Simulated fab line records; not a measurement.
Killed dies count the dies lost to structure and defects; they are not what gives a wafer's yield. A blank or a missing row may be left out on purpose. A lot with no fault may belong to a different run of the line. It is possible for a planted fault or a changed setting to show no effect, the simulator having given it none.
A single fault, viewed from 2 desks | flow berkeley_cmos170 | numbers are kept per desk, each desk with only its own; the story behind them comes last

## FROM THE METROLOGY DESK
What the gauges read for every lot (on any tool): the sampled wafers with a number, averaged. If a lot's mean is further than 4 standard deviations from the usual mean, the lot is out of limits and carries the mark OUT (the distance appears in the brackets).
Columns: A = ACTIVE_NITRIDE_THK at UCB170_ACTIVE_THK_MEAS_06, usual 220.6 nm
lot  | first seen here | A
L855 | day 4 06:46     | 219.2
L857 | day 4 14:24     | 222.3
L856 | day 4 14:25     | 225.3
L858 | day 4 21:08     | 220.3
L859 | day 5 02:41     | 226.1
L860 | day 5 06:56     | 218.5
L862 | day 5 18:20     | 219.4
L861 | day 5 18:21     | 215.6
L864 | day 6 05:26     | 219.9
L863 | day 6 05:28     | 219.4
L866 | day 6 12:56     | 219.8
L865 | day 6 12:56     | 221.0
L870 | day 7 13:29     | 273.0 (+19) OUT
L872 | day 7 13:29     | 273.9 (+20) OUT
L871 | day 7 13:31     | 277.5 (+21) OUT
This desk's finding: out of limits on L870, L871, L872; first on L870, day 7 13:29 (ACTIVE_NITRIDE_THK at UCB170_ACTIVE_THK_MEAS_06). L855, L857, L856, L858, L859, L860, L862, L861, L864, L863, L866, L865 stayed within limits.

## TOOL OWNER'S DESK, lpcvd-01
The tool's own readings at UCB170_ACTIVE_CVD_05 (deposits Si3N4 from SiH2Cl2/NH3, target thk 220 nm, time 3300 s): means of the sampled wafers that have a number, for each lot that ran on this tool. If a lot's mean is further than 4 standard deviations from the usual mean, the lot is out of limits and carries the mark OUT (the distance appears in the brackets).
Columns: A = spike_tc_source_C at UCB170_ACTIVE_CVD_05, usual 823.4 C
lot  | first seen here | A
L855 | day 4 04:47     | 821.6
L856 | day 4 12:29     | 822.5
L857 | day 4 12:29     | 822.0
L859 | day 5 00:44     | 821.3
L860 | day 5 05:01     | 822.0
L861 | day 5 16:25     | 824.6
L862 | day 5 16:25     | 825.8
L863 | day 6 02:34     | 824.8
L864 | day 6 02:34     | 822.6
L870 | day 7 11:34     | 822.6
L871 | day 7 11:34     | 826.2
L872 | day 7 11:34     | 822.2
Result from this desk: across the 12 lots, nothing is out of limits.

## BROUGHT TOGETHER
The metrology desk could have raised an alarm at day 7 13:29, on L870, L871, L872.
The tool owner's desk saw nothing out of limits.
On record at the tool owner's desk: L870, L871, L872, within its limits.
Every lot named ran UCB170_ACTIVE_CVD_05 on lpcvd-01.

## WHAT HAD BEEN PUT IN BY THE SIMULATOR
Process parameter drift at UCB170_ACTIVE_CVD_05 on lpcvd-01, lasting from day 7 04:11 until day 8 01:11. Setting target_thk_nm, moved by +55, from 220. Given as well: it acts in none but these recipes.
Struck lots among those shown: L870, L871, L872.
Delay in hours, fault start to first out-of-limits reading, per desk: metrology desk 9.
